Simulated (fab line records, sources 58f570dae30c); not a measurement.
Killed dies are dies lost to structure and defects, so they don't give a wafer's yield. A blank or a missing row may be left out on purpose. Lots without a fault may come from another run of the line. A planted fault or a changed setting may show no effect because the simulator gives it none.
fab line records | flow berkeley_cmos170
record lots=5 wafers=15 last_day=13
route steps=331 shown CONTACT@229 M1@238 V1@254
lots that met no fault: from a run of the same line without faults
start_h: hours from the record's first day to the start of the lot's first wafer shown | wait_h: hours since the lot's step before | " the same as in the row above | L1.1+2: a row that stands for several wafers | - no value, or no start given | * or withheld: withheld | < > ~ a bound
route shown NAME@n: a module of which the file shows steps, and the number in the route of the first | usual: mean/standard deviation of fault-free wafers | same: alike in all rows | chamber/n: place in a boat | sites: the reading at each site | _std_site: their standard deviation | _edge_site: outer sites' mean less inner sites' | radius_mm: how far each site lies from the wafer's centre | mask NAME#n: copy n | behind: the tool/chamber that last shaped the wafer | hold: why the lot was held/for how many hours/how that ended | device: the transistor (n, p or np) that didn't switch | end of line: the same wafers' tests at the end of the route | a step without rows: its recipe alone | killed: dies lost to structure and defects at the first sort, not the wafer's yield | map: a wafer's dies, x killed, . not, _ none there
set.NAME: the setting as run; set.NAME@STEP: as run at that earlier step | model.NAME: the simulator's own value behind a step, which no gauge read
lots at some steps of the route; a table a step, a row a wafer
services: from which hour (start_h, from the record's first day; less than 0 if before it) a tool's chamber was out of use, for how many hours, and why
## steps
# step UCB170_CONTACT_PEB_13
# recipe peb_temp_c=130 peb_time_s=withheld resist=KrF
# columns lot.wafer tool chamber start_h wait_h
L075.4+5+6 litho_track-01 0 186.98 0.2
L076.2+3+6 litho_track-04 0 187.20 0.3
L080.3+5+6 litho_track-01 0 - -
L085.3+4+5 litho_track-04 0 234.44 0.1
L095.2+4+6 litho_track-04 0 281.59 0.2
# step UCB170_CONTACT_DEVELOP_14
# recipe developer=TMAH develop_time_s=45 resist=KrF dev_temp_c=21
# columns lot.wafer tool chamber start_h wait_h
L075.4+5+6 litho_track-01 0 - -
L076.2+3+6 litho_track-04 0 - -
L080.3+5+6 litho_track-01 0 - -
L085.3+4+5 litho_track-04 0 - -
L095.2+4+6 litho_track-04 0 - -
# step UCB170_CONTACT_CD_MEAS_15
# recipe target_cd_nm=700
# usual cd_nm=699.8/1.4
# columns lot.wafer tool chamber start_h wait_h cd_nm
L075.4 cd_sem-02 - 187.24 - 701.2
L075.5 " - " " 701.6
L075.6 " - " " 700.9
L076.2 cd_sem-01 - 187.47 - 699.4
L076.3 " - " " 699.3
L076.6 " - " " 700.8
L080.3 cd_sem-02 - 208.93 - 700.9
L080.5 " - " " 699.5
L080.6 " - " " 701.4
L085.3 cd_sem-02 - 234.71 - 699.1
L085.4 " - " " 699.4
L085.5 " - " " 699.5
L095.2 cd_sem-02 - 281.86 - 700.1
L095.4 " - " " 700.7
L095.6 " - " " 699.6
# step UCB170_CONTACT_OVL_MEAS_16
# usual CONTACT_OVL=-3/5.8
# columns lot.wafer tool chamber start_h wait_h CONTACT_OVL[nm]
L075.4 overlay-01 - 187.32 0.1 -4
L075.5 " - " " -5
L075.6 " - " " 2
L076.2 overlay-02 - 187.58 0.1 3
L076.3 " - " " 0
L076.6 " - " " 2
L080.3 overlay-01 - 209.03 0.1 2
L080.5 " - " " -1
L080.6 " - " " 4
L085.3 overlay-01 - 234.80 0.1 6
L085.4 " - " " -4
L085.5 " - " " 5
L095.2 overlay-01 - 281.97 0.1 -3
L095.4 " - " " -6
L095.6 " - " " -7
# step UCB170_CONTACT_ETCH_17
# recipe chemistry=N2/H2 target_depth_a=withheld overetch_a=withheld target=BARC time_s=withheld source_w=500 bias_w=100 pressure_mtorr=30 n2_flow_sccm=100 h2_flow_sccm=200
# usual drypump_motor_current_A=5.5/0.42 oes_product_au=1.003/0.019 throttle_valve_pct=13.30/0.16
# columns lot.wafer tool chamber start_h wait_h drypump_motor_current_A oes_product_au throttle_valve_pct
L075.4 rie_diel-02 3 187.34 0.0 5.6 0.979 13.03
L075.5 " 0 " " 5.2 0.975 13.38
L075.6 " 3 " " 5.6 0.996 13.02
L076.2 rie_diel-03 1 187.61 0.0 5.2 0.990 13.31
L076.3 " 2 " " 5.3 1.024 13.56
L076.6 " 0 " " 6.0 1.030 13.28
L080.3 rie_diel-03 2 209.05 0.0 5.3 1.027 13.55
L080.5 " 1 " " 5.2 1.006 13.30
L080.6 " 2 " " 5.3 1.032 13.55
L085.3 rie_diel-03 0 234.82 0.0 6.0 1.034 13.27
L085.4 " 2 " " 5.3 0.993 13.54
L085.5 " 0 " " 6.0 1.024 13.26
L095.2 rie_diel-03 0 282.00 0.0 6.0 1.035 13.27
L095.4 " 2 " " 5.3 0.975 13.55
L095.6 " 2 " " 5.3 0.974 13.56
# step UCB170_CONTACT_ETCH_18
# recipe chemistry=CHF3/CF4/Ar target=PSG stop_on=TiSi2 CHF3_flow_sccm=45 cf4_flow_sccm=15 Ar_flow_sccm=150 pressure_mtorr=200 rf_w=700 target_depth_a=8400 over_etch_frac=0.2 time_s=195
# usual drypump_motor_current_A=5.5/0.42 oes_product_au=0.892/0.015 throttle_valve_pct=6.93/0.11
# columns lot.wafer tool chamber start_h wait_h drypump_motor_current_A oes_product_au rf_hours_counter_h throttle_valve_pct
L075.4 rie_diel-02 3 - - 5.6 0.871 12 6.68
L075.5 " 0 " " 5.1 0.869 - 6.99
L075.6 " 3 " " 5.6 0.882 - 6.69
L076.2 rie_diel-03 1 - - 5.2 0.905 78 6.83
L076.3 " 2 " " 5.4 0.929 144 7.14
L076.6 " 0 " " 6.0 0.905 - 6.96
L080.3 rie_diel-03 2 - - 5.3 0.918 145 7.14
L080.5 " 1 " " 5.2 0.901 - 6.83
L080.6 " 2 " " 5.3 0.914 - 7.13
L085.3 rie_diel-03 0 - - 6.0 0.905 59 6.93
L085.4 " 2 " " 5.3 0.879 0 7.15
L085.5 " 0 " " 6.0 0.899 - 6.94
L095.2 rie_diel-03 0 - - 6.0 0.896 61 6.94
L095.4 " 2 " " 5.3 0.884 3 7.13
L095.6 " 2 " " 5.3 0.892 - 7.14
# step UCB170_CONTACT_STRIP_19
# recipe chemistry=O2 power_w=400 pressure_mtorr=3500 platen_temp_c=withheld o2_flow_sccm=400 overash_fraction=0.5
# usual drypump_motor_current_A=5.7/0.31 oes_product_au=0.725/0.0048
# columns lot.wafer tool chamber start_h wait_h drypump_motor_current_A oes_product_au rf_hours_counter_h
L075.4 plasma_asher-04 0 187.54 - 6.1 0.721 -
L075.5 " 0 " " 6.1 0.736 -
L075.6 " 1 " " 5.0 0.728 -
L076.2 plasma_asher-02 0 187.77 - 5.9 0.723 7
L076.3 " 1 " " 5.7 0.719 -
L076.6 " 1 " " 5.7 0.724 -
L080.3 plasma_asher-01 1 209.25 - 5.7 0.737 -
L080.5 " 1 " " 5.8 0.726 -
L080.6 " 0 " " 5.4 0.729 -
L085.3 plasma_asher-02 1 235.03 - 5.7 0.723 -
L085.4 " 0 " " 5.9 0.722 -
L085.5 " 1 " " 5.7 0.721 -
L095.2 plasma_asher-02 0 282.17 - 5.9 0.729 19
L095.4 " 1 " " 5.7 0.736 -
L095.6 " 1 " " 5.7 0.725 -
# step UCB170_CONTACT_CD_MEAS_90
# recipe target_cd_nm=700
# usual cd_nm=699.5/1.6
# columns lot.wafer tool chamber start_h wait_h cd_nm
L075.4 cd_sem-01 - 187.67 0.1 702.9
L075.5 " - " " 700.9
L075.6 " - " " 701.7
L076.2 cd_sem-01 - 187.89 0.1 699.2
L076.3 " - " " 699.4
L076.6 " - " " 700.2
L080.3 cd_sem-02 - 209.45 0.2 702.2
L080.5 " - " " 700.9
L080.6 " - " " 702.3
L085.3 cd_sem-02 - 235.13 0.1 698.6
L085.4 " - " " 699.2
L085.5 " - " " 698.8
L095.2 cd_sem-01 - 282.29 0.1 699.6
L095.4 " - " " 700.3
L095.6 " - " " 698.7
# step UCB170_CONTACT_CLEAN_20
# recipe chemistry=SPM temp_c=120 time_s=600
# usual bath_heat_duty_pct=12.2/1.6
# columns lot.wafer tool chamber start_h wait_h bath_heat_duty_pct
L075.4 wet_bench-02 2 187.73 0.0 11.4
L075.5 " 2 " " 12.7
L075.6 " 2 " " 11.2
L076.2 wet_bench-03 0 187.99 0.1 11.8
L076.3 " 0 " " 12.4
L076.6 " 0 " " 11.8
L080.3 wet_bench-03 0 209.62 0.1 13.1
L080.5 " 0 " " 10.9
L080.6 " 0 " " 13.1
L085.3 wet_bench-03 0 235.25 0.1 13.2
L085.4 " 0 " " 13.3
L085.5 " 0 " " 11.8
L095.2 wet_bench-03 1 282.39 0.1 12.6
L095.4 " 1 " " 13.4
L095.6 " 1 " " 14.0
# step UCB170_M1_SPUTTER_00
# recipe material=Al target_thk_nm=600 time_s=80 power_w=6000 chamber_pressure_pa=0.5
# usual throttle_valve_pct=30.4/1.3
# columns lot.wafer tool chamber start_h wait_h throttle_valve_pct
L075.4 pvd_sputter-01 - 187.90 0.0 28.2
L075.5 " - " " 29.7
L075.6 " - " " 29.8
L076.2 pvd_sputter-03 - 188.17 0.0 31.6
L076.3 " - " " 32.2
L076.6 " - " " 31.5
L080.3 pvd_sputter-04 - 209.81 0.0 31.3
L080.5 " - " " 30.5
L080.6 " - " " 31.5
L085.3 pvd_sputter-01 - 235.43 0.0 29.6
L085.4 " - " " 28.5
L085.5 " - " " 29.5
L095.2 pvd_sputter-03 - 282.74 0.0 32.3
L095.4 " - " " 31.4
L095.6 " - " " 32.2
# step UCB170_M1_RS_MEAS_01
# recipe thk_meas_gauge=four-point-probe reads=Al_of_M1_SPUTTER_00
# usual M1_AL_RS=0.0483/0.00055
# columns lot.wafer tool chamber start_h wait_h M1_AL_RS[ohm/sq]
L075.4 film_metro-03 - 188.02 0.1 0.0480
L075.5 " - " " 0.0477
L075.6 " - " " 0.0480
L076.2 film_metro-04 - 188.25 0.1 0.0484
L076.3 " - " " 0.0483
L076.6 " - " " 0.0483
L080.3 film_metro-03 - 209.91 0.1 0.0486
L080.5 " - " " 0.0490
L080.6 " - " " 0.0487
L085.3 film_metro-03 - 235.53 0.1 0.0478
L085.4 " - " " 0.0482
L085.5 " - " " 0.0475
L095.2 film_metro-04 - 282.88 0.1 0.0478
L095.4 " - " " 0.0478
L095.6 " - " " 0.0477
# step UCB170_M1_THK_MEAS_02
# recipe thk_meas_gauge=xrf reads=Al_of_M1_SPUTTER_00
# usual M1_AL_THK=602/7.6
# columns lot.wafer tool chamber start_h wait_h M1_AL_THK[nm]
L075.4 film_metro-03 - 188.11 0.1 607
L075.5 " - " " 610
L075.6 " - " " 607
L076.2 film_metro-04 - 188.36 0.1 598
L076.3 " - " " 598
L076.6 " - " " 603
L080.3 film_metro-03 - 210.01 0.1 602
L080.5 " - " " 599
L080.6 " - " " 598
L085.3 film_metro-03 - 235.63 0.1 614
L085.4 " - " " 606
L085.5 " - " " 614
L095.2 film_metro-04 - 282.99 0.1 611
L095.4 " - " " 610
L095.6 " - " " 611
# step UCB170_M1_COAT_03
# recipe resist=BARC temp_c=withheld time_s=withheld spin_rpm=3000 resist_thk_nm=withheld
# columns lot.wafer tool chamber start_h wait_h
L075.4+5+6 litho_track-03 0 188.22 0.1
L076.2+3+6 litho_track-02 0 188.44 0.1
L080.3+5+6 litho_track-04 0 210.69 0.7
L085.3+4+5 litho_track-03 0 235.72 0.1
L095.2+4+6 litho_track-04 0 283.07 0.1
# step UCB170_M1_COAT_04
# recipe resist=KrF spin_rpm=1500 resist_thk_nm=900
# columns lot.wafer tool chamber start_h wait_h
L075.4+5+6 litho_track-03 0 - -
L076.2+3+6 litho_track-02 0 - -
L080.3+5+6 litho_track-04 0 - -
L085.3+4+5 litho_track-03 0 - -
L095.2+4+6 litho_track-04 0 - -
# step UCB170_M1_SOFTBAKE_05
# recipe resist=KrF temp_c=130 time_s=60
# columns lot.wafer tool chamber start_h wait_h
L075.4+5+6 litho_track-03 0 - -
L076.2+3+6 litho_track-02 0 - -
L080.3+5+6 litho_track-04 0 - -
L085.3+4+5 litho_track-03 0 - -
L095.2+4+6 litho_track-04 0 - -
# step UCB170_M1_EXPOSE_06
# recipe mask_id=METAL1 target_cd_nm=700 na=0.5 sigma_outer=0.6 source_shape=conventional dose_mj=21
# columns lot.wafer tool chamber start_h wait_h mask
L075.4+5+6 krf_scanner-01 0 188.78 - METAL1#0
L076.2+3+6 krf_scanner-02 0 189.01 - METAL1#0
L080.3+5+6 krf_scanner-02 0 211.25 - METAL1#0
L085.3+4+5 krf_scanner-02 0 236.28 - METAL1#0
L095.2+4+6 krf_scanner-02 0 283.88 - METAL1#0
# step UCB170_M1_PEB_07
# recipe peb_temp_c=130 peb_time_s=withheld resist=KrF
# columns lot.wafer tool chamber start_h wait_h
L075.4+5+6 litho_track-03 0 188.91 0.1
L076.2+3+6 litho_track-04 0 189.13 0.1
L080.3+5+6 litho_track-04 0 211.38 0.1
L085.3+4+5 litho_track-03 0 236.41 0.1
L095.2+4+6 litho_track-03 0 284.49 0.6
# step UCB170_M1_DEVELOP_08
# recipe developer=TMAH develop_time_s=45 resist=KrF dev_temp_c=21
# columns lot.wafer tool chamber start_h wait_h
L075.4+5+6 litho_track-03 0 - -
L076.2+3+6 litho_track-04 0 - -
L080.3+5+6 litho_track-04 0 - -
L085.3+4+5 litho_track-03 0 - -
L095.2+4+6 litho_track-03 0 - -
# step UCB170_M1_CD_MEAS_09
# recipe target_cd_nm=700
# usual cd_nm=700.0/1.4
# columns lot.wafer tool chamber start_h wait_h cd_nm
L075.4 cd_sem-01 - 189.17 - 701.4
L075.5 " - " " 700.8
L075.6 " - " " 701.6
L076.2 cd_sem-02 - 189.40 - 699.4
L076.3 " - " " 700.8
L076.6 " - " " 702.2
L080.3 cd_sem-01 - 211.64 - 701.0
L080.5 " - " " 701.2
L080.6 " - " " 700.2
L085.3 cd_sem-01 - 236.68 - 699.8
L085.4 " - " " 700.7
L085.5 " - " " 701.2
L095.2 cd_sem-01 - 284.76 - 699.2
L095.4 " - " " 700.3
L095.6 " - " " 698.9
# step UCB170_M1_OVL_MEAS_10
# usual M1_OVL=-2/5.5
# columns lot.wafer tool chamber start_h wait_h M1_OVL[nm]
L075.4 overlay-02 - 189.25 0.1 -6
L075.5 " - " " -7
L075.6 " - " " -8
L076.2 overlay-01 - 189.50 0.1 -3
L076.3 " - " " 8
L076.6 " - " " -5
L080.3 overlay-01 - 211.74 0.1 -10
L080.5 " - " " -3
L080.6 " - " " 1
L085.3 overlay-01 - 236.77 0.1 2
L085.4 " - " " -1
L085.5 " - " " 5
L095.2 overlay-01 - 284.86 0.1 2
L095.4 " - " " 7
L095.6 " - " " 6
# step UCB170_M1_ETCH_11
# recipe chemistry=N2/H2 target_depth_a=withheld overetch_a=withheld target=BARC time_s=withheld source_w=500 bias_w=100 pressure_mtorr=30 n2_flow_sccm=100 h2_flow_sccm=200
# usual drypump_motor_current_A=5.4/0.43 oes_product_au=0.998/0.02 throttle_valve_pct=13.23/0.19
# columns lot.wafer tool chamber start_h wait_h drypump_motor_current_A oes_product_au throttle_valve_pct
L075.4 rie_diel-01 1 189.27 0.0 6.4 0.956 13.00
L075.5 " 3 " " 5.7 1.003 13.58
L075.6 " 0 " " 5.4 1.006 13.11
L076.2 rie_diel-02 3 189.53 0.0 5.6 0.992 13.03
L076.3 " 1 " " 5.6 0.983 13.57
L076.6 " 3 " " 5.6 0.984 13.02
L080.3 rie_diel-01 1 211.76 0.0 6.4 0.953 12.99
L080.5 " 1 " " 6.3 0.962 12.98
L080.6 " 0 " " 5.4 1.002 13.09
L085.3 rie_diel-04 0 236.79 0.0 5.7 1.024 13.12
L085.4 " 1 " " 5.5 0.983 13.52
L085.5 " 2 " " 5.1 1.013 13.08
L095.2 rie_diel-04 0 284.89 0.0 5.7 1.030 13.14
L095.4 " 3 " " 5.1 1.012 13.22
L095.6 " 0 " " 5.7 1.022 13.12
# step UCB170_M1_METAL_ETCH_12
# recipe chemistry=Cl2/BCl3 target=Al stop_on=PSG pressure_mtorr=12 target_depth_a=7800 over_etch_frac=0.3 time_s=130 icp_w=600 bias_w=120 Cl2_flow_sccm=90 bcl3_flow_sccm=45
# usual bcl3_flow_sccm=44.99/0.13 drypump_motor_current_A=5.4/0.51 oes_product_au=0.853/0.0097 throttle_valve_pct=24.49/0.21
# columns lot.wafer tool chamber start_h wait_h bcl3_flow_sccm drypump_motor_current_A oes_product_au rf_hours_counter_h throttle_valve_pct
L075.4 rie_metal-04 0 189.35 - 45.19 5.0 0.860 - 24.05
L075.5 " 0 " " 45.18 5.0 0.870 - 24.05
L075.6 " 1 " " 45.14 5.0 0.866 - 24.54
L076.2 rie_metal-03 0 189.58 - 44.92 6.2 0.847 10 24.55
L076.3 " 0 " " 45.05 6.2 0.843 - 24.56
L076.6 " 1 " " 44.94 5.1 0.856 - 24.47
L080.3 rie_metal-03 0 211.85 - 44.77 6.2 0.840 - 24.56
L080.5 " 0 " " 44.75 6.3 0.834 - 24.56
L080.6 " 1 " " 45.28 5.1 0.848 - 24.46
L085.3 rie_metal-03 0 236.88 - 45.06 6.2 0.837 - 24.57
L085.4 " 1 " " 44.79 5.1 0.854 - 24.46
L085.5 " 1 " " 44.99 5.1 0.867 - 24.44
L095.2 rie_metal-04 1 284.98 - 44.97 5.0 0.859 - 24.56
L095.4 " 1 " " 44.81 5.0 0.857 - 24.54
L095.6 " 1 " " 44.98 5.0 0.864 - 24.54
# step UCB170_M1_STRIP_13
# recipe chemistry=O2 power_w=400 pressure_mtorr=3500 platen_temp_c=withheld o2_flow_sccm=400 overash_fraction=0.5
# usual drypump_motor_current_A=5.6/0.47 oes_product_au=0.720/0.004
# columns lot.wafer tool chamber start_h wait_h drypump_motor_current_A oes_product_au rf_hours_counter_h
L075.4 plasma_asher-03 1 189.47 0.1 4.8 0.723 -
L075.5 " 1 " " 4.8 0.721 -
L075.6 " 0 " " 6.0 0.723 -
L076.2 plasma_asher-04 1 189.71 0.1 5.0 0.717 46
L076.3 " 0 " " 6.0 0.720 -
L076.6 " 1 " " 5.0 0.717 -
L080.3 plasma_asher-04 0 211.97 0.1 6.0 0.719 -
L080.5 " 1 " " 5.0 0.719 -
L080.6 " 0 " " 6.1 0.730 -
L085.3 plasma_asher-04 0 237.00 0.1 6.0 0.722 -
L085.4 " 1 " " 5.0 0.720 -
L085.5 " 0 " " 6.0 0.723 -
L095.2 plasma_asher-03 0 285.20 0.2 6.0 0.716 45
L095.4 " 0 " " 5.9 0.727 -
L095.6 " 1 " " 4.8 0.722 -
# step UCB170_M1_CD_MEAS_90
# recipe target_cd_nm=700
# usual cd_nm=701.3/2.6
# columns lot.wafer tool chamber start_h wait_h cd_nm
L075.4 cd_sem-02 - 189.60 0.1 703.6
L075.5 " - " " 701.5
L075.6 " - " " 700.8
L076.2 cd_sem-01 - 189.83 0.1 698.2
L076.3 " - " " 701.9
L076.6 " - " " 702.8
L080.3 cd_sem-01 - 212.07 0.1 703.3
L080.5 " - " " 703.9
L080.6 " - " " 704.7
L085.3 cd_sem-01 - 237.11 0.1 701.0
L085.4 " - " " 703.5
L085.5 " - " " 702.9
L095.2 cd_sem-01 - 285.32 0.1 698.7
L095.4 " - " " 701.2
L095.6 " - " " 698.8
# step UCB170_M1_ANNEAL_14
# recipe temp_c=400 time_s=1200 ambient=forming_gas
# usual tube_center_temp_C=400/0.034
# columns lot.wafer tool chamber start_h wait_h tube_center_temp_C
L075.4 furnace-03 0 189.66 0.0 399.96
L075.5 " 0 " " 399.96
L075.6 " 0 " " 399.98
L076.2 furnace-03 0 190.99 1.1 400.02
L076.3 " 0 " " 400.03
L076.6 " 0 " " 400.01
L080.3 furnace-03 0 212.83 0.7 400.03
L080.5 " 0 " " 400
L080.6 " 0 " " 399.98
L085.3 furnace-03 0 237.19 0.1 400.01
L085.4 " 0 " " 399.99
L085.5 " 0 " " 400.01
L095.2 furnace-03 0 285.62 0.3 400.08
L095.4 " 0 " " 400.03
L095.6 " 0 " " 399.97
# step UCB170_V1_CVD_00
# recipe material=SiO2 target_thk_nm=2000 temp_c=390 precursor=TEOS/O2 time_s=250 rf_w=550 pressure_mtorr=9000
# usual heater_power_w=248/52
# columns lot.wafer tool chamber start_h wait_h heater_power_w
L075.4 pecvd-01 2 191.07 0.1 294
L075.5 " 1 " " 349
L075.6 " 0 " " 258
L076.2 pecvd-03 2 192.33 0.0 322
L076.3 " 0 " " 284
L076.6 " 0 " " 193
L080.3 pecvd-02 2 214.16 0.0 197
L080.5 " 2 " " 149
L080.6 " 1 " " 323
L085.3 pecvd-01 1 238.52 0.0 336
L085.4 " 1 " " 269
L085.5 " 0 " " 256
L095.2 pecvd-02 0 286.96 0.0 271
L095.4 " 0 " " 185
L095.6 " 2 " " 150
# step UCB170_V1_THK_MEAS_01
# recipe reads=SiO2_of_V1_CVD_00
# usual V1_TEOS_THK=1999/27
# columns lot.wafer tool chamber start_h wait_h V1_TEOS_THK[nm]
L075.4 film_metro-01 - 191.18 0.0 2042
L075.5 " - " " 2053
L075.6 " - " " 2050
L076.2 film_metro-02 - 192.49 0.1 1990
L076.3 " - " " 2002
L076.6 " - " " 2054
L080.3 film_metro-02 - 214.34 0.1 1980
L080.5 " - " " 1993
L080.6 " - " " 2039
L085.3 film_metro-01 - 238.70 0.1 2020
L085.4 " - " " 2064
L085.5 " - " " 2039
L095.2 film_metro-04 - 287.12 0.1 1987
L095.4 " - " " 2023
L095.6 " - " " 2016
# step UCB170_V1_CMP_02
# recipe material=SiO2 down_force_psi=6 platen_rpm=60 pad_velocity_m_s=0.75398
# usual motor_current_A=16.5/1.9
# columns lot.wafer tool chamber start_h wait_h motor_current_A
L075.4 cmp-02 2 191.26 0.1 18.7
L075.5 " 1 " " 15.8
L075.6 " 2 " " 18.7
L076.2 cmp-01 2 192.54 0.0 14.5
L076.3 " 3 " " 16.6
L076.6 " 3 " " 16.1
L080.3 cmp-02 3 214.43 0.1 17.8
L080.6 " 2 " " 19.7
L080.5 " 3 " " 18.0
L085.3 cmp-02 1 238.74 0.0 15.5
L085.4 " 0 " " 14.6
L085.5 " 2 " " 18.7
L095.2 cmp-02 0 287.77 0.6 14.0
L095.4 " 1 " " 15.8
L095.6 " 1 " " 15.0
# step UCB170_V1_BOW_MEAS_03
# recipe mode=bow
# usual V1_BOW=19/6.7
# columns lot.wafer tool chamber start_h wait_h V1_BOW[um]
L075.4 film_metro-04 - 191.57 0.3 24
L075.5 " - " " 30
L075.6 " - " " 23
L076.2 film_metro-01 - 192.86 0.3 25
L076.3 " - " " 16
L076.6 " - " " 9
L080.3 film_metro-04 - 214.72 0.2 17
L080.5 " - " " 10
L080.6 " - " " 15
L085.3 film_metro-02 - 239.08 0.3 24
L085.4 " - " " 33
L085.5 " - " " 9
L095.2 film_metro-04 - 288.09 0.3 27
L095.4 " - " " 23
L095.6 " - " " 23
# step UCB170_V1_THK_MEAS_04
# recipe reads=SiO2_of_V1_CVD_00
# usual V1_POLISHED_THK=1000.4/1.3
# columns lot.wafer tool chamber start_h wait_h V1_POLISHED_THK[nm]
L075.4 film_metro-04 - 191.66 0.1 998.8
L075.5 " - " " 1000.6
L075.6 " - " " 997.0
L076.2 film_metro-01 - 192.97 0.1 1002.4
L076.3 " - " " 1001.8
L076.6 " - " " 1001.7
L080.3 film_metro-04 - 214.82 0.1 999.8
L080.5 " - " " 998.7
L080.6 " - " " 999.7
L085.3 film_metro-02 - 239.18 0.1 1001.1
L085.4 " - " " 999.8
L085.5 " - " " 999.5
L095.2 film_metro-04 - 288.20 0.1 999.1
L095.4 " - " " 1000.7
L095.6 " - " " 1000.0
# step UCB170_V1_CLEAN_05
# recipe chemistry=DIW
# columns lot.wafer tool chamber start_h wait_h
L075.4+5+6 wet_bench-02 3 194.84 3.2
L076.2+3+6 wet_bench-02 2 194.84 1.9
L080.3+5+6 wet_bench-04 1 215.43 0.6
L085.3+4+5 wet_bench-01 3 239.26 0.1
L095.2+4+6 wet_bench-04 0 290.04 1.8
# step UCB170_V1_HMDS_06
# recipe prime_time_s=60 prime_temp_c=100
# columns lot.wafer tool chamber start_h wait_h
L075.4+5+6 litho_track-01 0 195.09 0.1
L076.2+3+6 litho_track-01 0 195.49 0.5
L080.3+5+6 litho_track-04 0 215.65 0.1
L085.3+4+5 litho_track-01 0 240.25 0.6
L095.2+4+6 litho_track-01 0 290.67 0.5
# step UCB170_V1_COAT_07
# recipe resist=KrF spin_rpm=1500 resist_thk_nm=900
# columns lot.wafer tool chamber start_h wait_h
L075.4+5+6 litho_track-01 0 195.24 0.1
L076.2+3+6 litho_track-01 0 195.64 0.1
L080.3+5+6 litho_track-04 0 215.80 0.1
L085.3+4+5 litho_track-01 0 240.40 0.1
L095.2+4+6 litho_track-01 0 290.82 0.1
# step UCB170_V1_SOFTBAKE_08
# recipe resist=KrF temp_c=130 time_s=60
# columns lot.wafer tool chamber start_h wait_h
L075.4+5+6 litho_track-01 0 195.39 0.1
L076.2+3+6 litho_track-01 0 195.79 0.1
L080.3+5+6 litho_track-04 0 215.95 0.1
L085.3+4+5 litho_track-01 0 240.55 0.1
L095.2+4+6 litho_track-01 0 290.97 0.1
# step UCB170_V1_EXPOSE_09
# recipe mask_id=VIA1 target_cd_nm=700 na=0.5 sigma_outer=0.6 source_shape=conventional dose_mj=37
# columns lot.wafer tool chamber start_h wait_h mask
L075.4+5+6 krf_scanner-02 0 - - VIA1#0
L076.2+3+6 krf_scanner-02 0 196.19 0.4 VIA1#0
L080.3+5+6 krf_scanner-02 0 216.46 0.5 VIA1#0
L085.3+4+5 krf_scanner-01 0 240.81 0.2 VIA1#0
L095.2+4+6 krf_scanner-02 0 291.24 0.2 VIA1#0
# step UCB170_V1_PEB_10
# recipe peb_temp_c=130 peb_time_s=withheld resist=KrF
# columns lot.wafer tool chamber start_h wait_h
L075.4+5+6 litho_track-04 0 - -
L076.2+3+6 litho_track-01 0 196.84 0.6
L080.3+5+6 litho_track-04 0 216.71 0.2
L085.3+4+5 litho_track-01 0 240.94 0.1
L095.2+4+6 litho_track-01 0 292.02 0.8
# step UCB170_V1_DEVELOP_11
# recipe developer=TMAH develop_time_s=45 resist=KrF dev_temp_c=21
# columns lot.wafer tool chamber start_h wait_h
L075.4+5+6 litho_track-04 0 - -
L076.2+3+6 litho_track-01 0 - -
L080.3+5+6 litho_track-04 0 - -
L085.3+4+5 litho_track-01 0 - -
L095.2+4+6 litho_track-01 0 - -
# step UCB170_V1_CD_MEAS_12
# recipe target_cd_nm=700
# usual cd_nm=699.8/1.5
# columns lot.wafer tool chamber start_h wait_h cd_nm
L075.4 cd_sem-01 - 197.04 - 700.5
L075.5 " - " " 699.0
L075.6 " - " " 698.7
L076.2 cd_sem-01 - 197.12 - 700.0
L076.3 " - " " 700.2
L076.6 " - " " 699.8
L080.3 cd_sem-01 - 216.97 - 700.4
L080.5 " - " " 699.6
L080.6 " - " " 699.9
L085.3 cd_sem-01 - 241.24 - 699.4
L085.4 " - " " 700.7
L085.5 " - " " 699.8
L095.2 cd_sem-02 - 292.29 - 694.7
L095.4 " - " " 696.2
L095.6 " - " " 695.7
# step UCB170_V1_OVL_MEAS_13
# usual V1_OVL=2/5.1
# columns lot.wafer tool chamber start_h wait_h V1_OVL[nm]
L075.4 overlay-02 - 197.12 0.1 5
L075.5 " - " " 9
L075.6 " - " " 5
L076.2 overlay-01 - 197.23 0.1 5
L076.3 " - " " 3
L076.6 " - " " 5
L080.3 overlay-02 - 217.10 0.1 -13
L080.5 " - " " -10
L080.6 " - " " -5
L085.3 overlay-01 - 241.33 0.1 -2
L085.4 " - " " 2
L085.5 " - " " 3
L095.2 overlay-02 - 292.40 0.1 4
L095.4 " - " " -2
L095.6 " - " " -3
# step UCB170_V1_ETCH_14
# recipe chemistry=CHF3/CF4/Ar target=SiO2 stop_on=Al CHF3_flow_sccm=45 cf4_flow_sccm=15 Ar_flow_sccm=150 pressure_mtorr=200 rf_w=700 target_depth_a=12500 over_etch_frac=0.25 time_s=291
# usual drypump_motor_current_A=5.5/0.5 oes_product_au=0.873/0.015 throttle_valve_pct=6.94/0.097
# columns lot.wafer tool chamber start_h wait_h drypump_motor_current_A oes_product_au rf_hours_counter_h throttle_valve_pct
L075.4 rie_diel-04 3 197.14 0.0 5.1 0.877 42 6.94
L075.5 " 1 " " 5.5 0.864 - 7.03
L075.6 " 2 " " 5.0 0.882 - 6.85
L076.2 rie_diel-03 0 197.26 0.0 6.0 0.878 57 6.98
L076.3 " 3 " " 6.4 0.876 47 6.95
L076.6 " 1 " " 5.2 0.886 - 6.86
L080.3 rie_diel-03 0 217.12 0.0 6.0 0.884 58 6.96
L080.5 " 3 " " 6.4 0.872 - 6.95
L080.6 " 0 " " 6.0 0.887 - 6.97
L085.3 rie_diel-04 0 241.35 0.0 5.7 0.849 4 6.89
L085.4 " 1 " " 5.5 0.863 21 7.04
L085.5 " 2 " " 5.1 0.879 - 6.86
L095.2 rie_diel-04 2 292.43 0.0 5.1 0.874 55 6.84
L095.4 " 3 " " 5.1 0.877 46 6.92
L095.6 " 2 " " 5.0 0.882 - 6.86
## services
# columns tool chamber start_h hours kind
krf_scanner-01 - 165.42 3.6 pm
krf_scanner-01 - 169.31 1.0 pm
krf_scanner-02 - 171.47 12.7 repair
pecvd-02 - 185.93 0.8 pm
cmp-02 - 194.58 2.3 repair
krf_scanner-01 - 196.81 5.2 repair
krf_scanner-02 - 202.01 1.3 pm
rie_diel-02 3 206.25 4.4 repair
krf_scanner-01 - 207.79 0.8 pm
rie_diel-04 - 209.57 4.0 repair
rie_metal-03 - 214.24 1.4 repair
krf_scanner-01 - 227.61 1.2 repair
rie_diel-02 3 227.62 14.4 repair
rie_metal-04 - 227.65 1.0 repair
pvd_sputter-01 - 230.20 0.9 repair
wet_bench-04 - 231.84 21.5 pm
krf_scanner-02 - 251.75 1.0 pm
rie_diel-03 0 253.96 12.5 repair
rie_diel-02 0 255.18 7.7 repair
krf_scanner-02 - 267.05 0.8 pm
rie_diel-02 - 272.18 28.1 pm
wet_bench-03 - 274.05 1.9 pm
rie_diel-03 - 277.26 0.2 repair
plasma_asher-04 - 290.22 0.7 repair
## key
fault none
